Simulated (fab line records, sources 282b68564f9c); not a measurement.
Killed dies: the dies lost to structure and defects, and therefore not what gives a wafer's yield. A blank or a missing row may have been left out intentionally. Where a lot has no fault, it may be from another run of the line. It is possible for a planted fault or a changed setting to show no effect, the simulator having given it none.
Split-lot study | flow ritCmos | on a route of 202 steps: 5 lots, 23 wafers read

## ON THE SPLIT
At RIT_PSD_IMPLANT_08, the setting energyKev was moved away from the recipe's 27 on 8 of the 23 wafers read, by -2.2% to +4.9%. All remaining wafers had this setting at the recipe value.

## FROM THE SPLIT TO THE READING: what the file shows between them, 2 steps
- RIT_SDANNEAL_CLEAN_02: cleans in SC2, time 600 s (also split here: timeS)
- RIT_SDANNEAL_RTA_03: time 5 s

## THE READING
At RIT_SDANNEAL_RS_MEAS_04, a four-point-probe measurement gives PSD_RS in ohm/sq. On this fab line, fault-free wafers typically give 115.99 ohm/sq with a standard deviation of 0.28 ohm/sq.

wafer  | tool, chamber at the split | energyKev as run | against the recipe | PSD_RS, ohm/sq | against lot-mates on the recipe
L076.1 | implanter-02, 0            | 27               | recipe             | 115.57         | -
L076.3 | implanter-02, 0            | 27               | recipe             | 115.78         | -
L076.4 | implanter-02, 0            | 26.4             | -2.2%              | 116.92         | +1.25
L076.5 | implanter-02, 0            | 26.4             | -2.2%              | 116.77         | +1.09
L076.6 | implanter-02, 0            | 26.4             | -2.2%              | 117.05         | +1.38
L077.1 | implanter-01, 0            | 27               | recipe             | 116.04         | -
L077.5 | implanter-01, 0            | 27               | recipe             | 115.84         | -
L077.6 | implanter-01, 0            | 27               | recipe             | 115.94         | -
L078.1 | implanter-01, 0            | 27               | recipe             | 116.21         | -
L078.2 | implanter-01, 0            | 28.01            | +3.7%              | 114.30         | -2.12
L078.4 | implanter-01, 0            | 27               | recipe             | 116.63         | -
L078.5 | implanter-01, 0            | 28.01            | +3.7%              | 114.27         | -2.15
L078.6 | implanter-01, 0            | 28.01            | +3.7%              | 114.34         | -2.08
L081.1 | implanter-03, 0            | 27               | recipe             | 116.31         | -
L081.2 | implanter-03, 0            | 28.33            | +4.9%              | 113.27         | -2.93
L081.4 | implanter-03, 0            | 27               | recipe             | 116.00         | -
L081.5 | implanter-03, 0            | 27               | recipe             | 116.29         | -
L081.6 | implanter-03, 0            | 28.33            | +4.9%              | 113.12         | -3.08
L085.2 | implanter-03, 0            | 27               | recipe             | 115.88         | -
L085.3 | implanter-03, 0            | 27               | recipe             | 115.67         | -
L085.4 | implanter-03, 0            | 27               | recipe             | 115.33         | -
L085.5 | implanter-03, 0            | 27               | recipe             | 115.73         | -
L085.6 | implanter-03, 0            | 27               | recipe             | 115.61         | -

FIT RESULTS
A straight line over all 23 wafers: PSD_RS changes by -0.489 ohm/sq for each +1% of energyKev; r = -0.96; the points scatter about the line by 0.31 ohm/sq.
The same after taking each lot's own level away (the mean of its wafers on the recipe; 23 wafers): -0.584 ohm/sq for each +1%; r = -0.99; scatter 0.15 ohm/sq.
According to that fit, moving energyKev by its largest amount changes the reading by 2.9 ohm/sq.
From 115.644 to 116.420 ohm/sq: that is the span of the lots' own levels, equal to 2.8 times the standard deviation above.
In other words, the slope is changed by the lot-to-lot level; the two fits disagree.
Check: -2.87 ohm/sq against its lot-mates is what the line predicts for one of the wafers moved furthest among these (+4.9%) when that wafer is left out of the fit. Against them it came out at -2.93 ohm/sq.

## THESE WAFERS: OTHER SPLITS
Other splits were also applied to these wafers ahead of the reading. Each is held against what the fit with the lots' levels taken away leaves over:
other split on the same wafers | wafers away from the commonest value | r with PSD_RS (lot level and that fit taken away)
RIT_PLDD_COAT_01 resistThkNm   | 10                                   | -0.06
RIT_PLDD_IMPLANT_08 energyKev  | 7                                    | +0.23
RIT_SPACER_ETCHBACK_05 timeS   | 7                                    | -0.21
RIT_NSD_IMPLANT_08 energyKev   | 11                                   | -0.26
RIT_SDANNEAL_CLEAN_02 timeS    | 15                                   | -0.10

## THE WHOLE CHAIN: every reading that the file lists as answering this split, in the file's order
step                    | what it does                 | reading                                                        | change (the file's fit)                | r (the file's)
RIT_PSD_IMPLANT_08      |                              | implant.rpNm (the simulator's own value, which no gauge read)  | +0.176 nm for each +1% of the setting  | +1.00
RIT_PSD_IMPLANT_08      |                              | implant.drpNm (the simulator's own value, which no gauge read) | +0.0843 nm for each +1% of the setting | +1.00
RIT_SDANNEAL_RS_MEAS_04 | measures by four-point-probe | PSD_RS                                                         | -0.59 for each +1% of the setting      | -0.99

## FILE'S OWN FIT
PSD_RS changes by -0.59 ohm/sq for each +1% of energyKev, r = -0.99.
